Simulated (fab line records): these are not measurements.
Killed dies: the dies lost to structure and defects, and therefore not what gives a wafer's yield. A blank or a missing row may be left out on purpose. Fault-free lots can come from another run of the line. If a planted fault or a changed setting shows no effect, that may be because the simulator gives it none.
Split-lot study + flow berkeley_cmos170 + 23 wafers read from 5 lots, route of 331 steps

THE SPLIT ITSELF
At UCB170_PWELL_IMPLANT_15, the setting dose_cm2 was moved away from the recipe's 5e+12 on 6 of the 23 wafers read, by +2.0% to +4.8%. For the rest of the wafers, this setting stayed at what the recipe calls for.

THE PATH FROM SPLIT TO READING: the file shows 1 step between them
- UCB170_PWELL_STRIP_16: strips in O2

THE READING
PWELL_TW, at UCB170_PWELL_TW_MEAS_17. A value of 381.5 with a standard deviation of 2.4 is what fault-free wafers of this fab line usually give.

| wafer  | tool, chamber at the split | dose_cm2 as run | against the recipe | PWELL_TW | against lot-mates on the recipe |
|--------|----------------------------|-----------------|--------------------|----------|---------------------------------|
| L074.2 | implanter-01, 0            | 5e+12           | recipe             | 377.9    | -                               |
| L074.3 | implanter-01, 0            | 5.098e+12       | +2.0%              | 381.4    | +4.2                            |
| L074.4 | implanter-01, 0            | 5.098e+12       | +2.0%              | 380.8    | +3.6                            |
| L074.5 | implanter-01, 0            | 5e+12           | recipe             | 376.7    | -                               |
| L074.6 | implanter-01, 0            | 5e+12           | recipe             | 377.0    | -                               |
| L076.1 | implanter-01, 0            | 5.165e+12       | +3.3%              | 383.0    | +2.6                            |
| L076.2 | implanter-01, 0            | 5e+12           | recipe             | 381.7    | -                               |
| L076.3 | implanter-01, 0            | 5.165e+12       | +3.3%              | 387.0    | +6.6                            |
| L076.4 | implanter-01, 0            | 5e+12           | recipe             | 379.7    | -                               |
| L076.6 | implanter-01, 0            | 5e+12           | recipe             | 379.8    | -                               |
| L078.3 | implanter-02, 0            | 5e+12           | recipe             | 382.1    | -                               |
| L078.4 | implanter-02, 0            | 5e+12           | recipe             | 383.4    | -                               |
| L078.6 | implanter-02, 0            | 5e+12           | recipe             | 382.5    | -                               |
| L080.1 | implanter-04, 0            | 5e+12           | recipe             | 383.8    | -                               |
| L080.2 | implanter-04, 0            | 5e+12           | recipe             | 385.1    | -                               |
| L080.4 | implanter-04, 0            | 5.241e+12       | +4.8%              | 389.7    | +5.6                            |
| L080.5 | implanter-04, 0            | 5.241e+12       | +4.8%              | 390.5    | +6.4                            |
| L080.6 | implanter-04, 0            | 5e+12           | recipe             | 383.5    | -                               |
| L084.1 | implanter-04, 0            | 5e+12           | recipe             | 381.0    | -                               |
| L084.2 | implanter-04, 0            | 5e+12           | recipe             | 384.4    | -                               |
| L084.3 | implanter-04, 0            | 5e+12           | recipe             | 381.7    | -                               |
| L084.5 | implanter-04, 0            | 5e+12           | recipe             | 384.8    | -                               |
| L084.6 | implanter-04, 0            | 5e+12           | recipe             | 382.8    | -                               |

FIT RESULTS
A straight line over all 23 wafers: PWELL_TW changes by +1.4 for each +1% of dose_cm2; r = +0.66; the points scatter about the line by 2.7.
The same after taking each lot's own level away (the mean of its wafers on the recipe; 23 wafers): +1.34 for each +1%; r = +0.89; scatter 1.2.
Per that fit: largest dose_cm2 move, reading shift of 6.4.
The lots' own levels span 377.20 to 384.13, that is 2.9 times the standard deviation above.
So the lot-to-lot level blurs the effect unless lot-mates are compared.
Check: +6.96 against its lot-mates is what the line predicts for one of the wafers moved furthest among these (+4.8%) when that wafer is left out of the fit. Against them it came out at +5.57.

ADDITIONAL SPLITS CARRIED BY THESE WAFERS
Before the reading, these wafers also passed through other splits. Each is held against what the fit with the lots' levels taken away leaves over:
| other split on the same wafers      | wafers away from the commonest value | r with PWELL_TW (lot level and that fit taken away) |
|-------------------------------------|--------------------------------------|-----------------------------------------------------|
| UCB170_START_OXIDATION_02 ox_time_s | 18                                   | +0.11                                               |
| UCB170_NWELL_CVD_04 time_s          | 10                                   | +0.08                                               |
| UCB170_NWELL_IMPLANT_14 energy_kev  | 11                                   | +0.05                                               |

THE FILE'S OWN FIT
PWELL_TW changes by +1.35 for each +1% of dose_cm2, r = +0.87.
